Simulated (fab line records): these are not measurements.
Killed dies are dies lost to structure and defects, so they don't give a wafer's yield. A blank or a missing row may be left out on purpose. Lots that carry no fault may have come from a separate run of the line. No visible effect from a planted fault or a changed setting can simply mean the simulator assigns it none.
A struck lot beside a sound one	flow rit cmos	20 steps out of a route of 202
Sound: these wafers, L860.2, L860.4, L860.5. The struck wafers were L876.1, L876.3, L876.4. The cause is named last.
Order at every step that has rows: each side's tool, ch and its chambers, its first start. Under that, the readings that differ: sound wafers	struck wafers	difference of the means	sigmas: that difference in standard deviations of wafers without a fault.
alike: a reading whose means differ by less than 2 such deviations, as well as words and numbers matching on both sides. not compared: withheld readings; readings where some wafer has no value; bounds like >300 that might hide an equal value; numbers whose values overlap and for which the record gives no deviation.
A row with sigmas, a row that says differs or no value, or rows on one side alone: a step with any of these is where the two part. Numbers that have no deviation but don't overlap get no sigmas and don't part them. A reading missing from all wafers of one side parts the sides only when that side holds two or more wafers.

first, 6 steps without rows for these wafers: RIT_NWELL_HMDS_00 (prime time 60 s); RIT_NWELL_COAT_01 (resist thk 1300 nm); RIT_NWELL_SOFTBAKE_02 (time 60 s); RIT_NWELL_EXPOSE_03 (exposes mask M2, target cd 43900 nm); RIT_NWELL_PEB_04; RIT_NWELL_DEVELOP_05 (develop time 68 s).
RIT_NWELL_OVL_MEAS_06:
  struck on overlay-02, day 5 08:15; sound on overlay-01, day 2 03:07
  alike: NWELL_OVL
then, 2 steps without rows for these wafers: RIT_NWELL_HARDBAKE_07 (time 120 s); RIT_NWELL_IMPLANT_08.
RIT_NWELL_STRIP_09: strips in O2, time 180 s.
  sound on plasma asher-02 ch 0,1, day 2 03:33; struck on plasma asher-02 ch 0,1, day 5 08:41
  alike: chamber pressure mTorr, drypump motor current A, rf refl power W
  not compared: rf hours counter h
RIT_NWELL_TW_MEAS_10:
  struck on film metro-01, day 5 08:52; sound on film metro-02, day 2 03:44
reading	sound	struck	difference	sigmas
NWELL_TW	2109 2113 2111	2166 2177 2172	+61	+2
then, 1 step without rows for these wafers: RIT_PWELL_HMDS_00 (prime time 60 s).
RIT_PWELL_COAT_01: resist thk 1300 nm.
  struck on litho track-03, day 5 09:04; sound on litho track-02 ch 0, day 2 03:58
  no value came back on the struck wafers for chill plate temp C (C), dispense pressure kPa (kPa), resist line temp C (C); on the sound wafers chill plate temp C (C) reads 23.26 23.16 23.20
then, 4 steps without rows for these wafers: RIT_PWELL_SOFTBAKE_02 (time 60 s); RIT_PWELL_EXPOSE_03 (exposes mask M3, target cd 43700 nm); RIT_PWELL_PEB_04; RIT_PWELL_DEVELOP_05 (develop time 68 s).
RIT_PWELL_OVL_MEAS_06:
  struck on overlay-02, day 5 09:48; sound on overlay-01, day 2 04:47
reading	sound	struck	difference	sigmas
PWELL_OVL (nm)	-0.3 1.5 -0.1	- - -	no value on the struck wafers	
then, 1 step without rows for these wafers: RIT_PWELL_HARDBAKE_07 (time 120 s).
RIT_M1_PROBE_99:
  struck on prober-02, day 6 23:32; sound on prober-01, day 3 19:56
reading	sound	struck	difference	sigmas
killed at front end	0 4 4	264 264 264	+261	+79
killed dies	0 4 4	264 264 264	+261	+79
killed on rim	0 2 0	70 70 70	+69	+46
killed short	0 2 0	4 10 5	+6	+3
  alike: killed at contacts, killed open

WHERE THEY PART
Earliest at RIT_NWELL_TW_MEAS_10; latest, in this record, at RIT_M1_PROBE_99.

WHY: the cause the simulator had injected
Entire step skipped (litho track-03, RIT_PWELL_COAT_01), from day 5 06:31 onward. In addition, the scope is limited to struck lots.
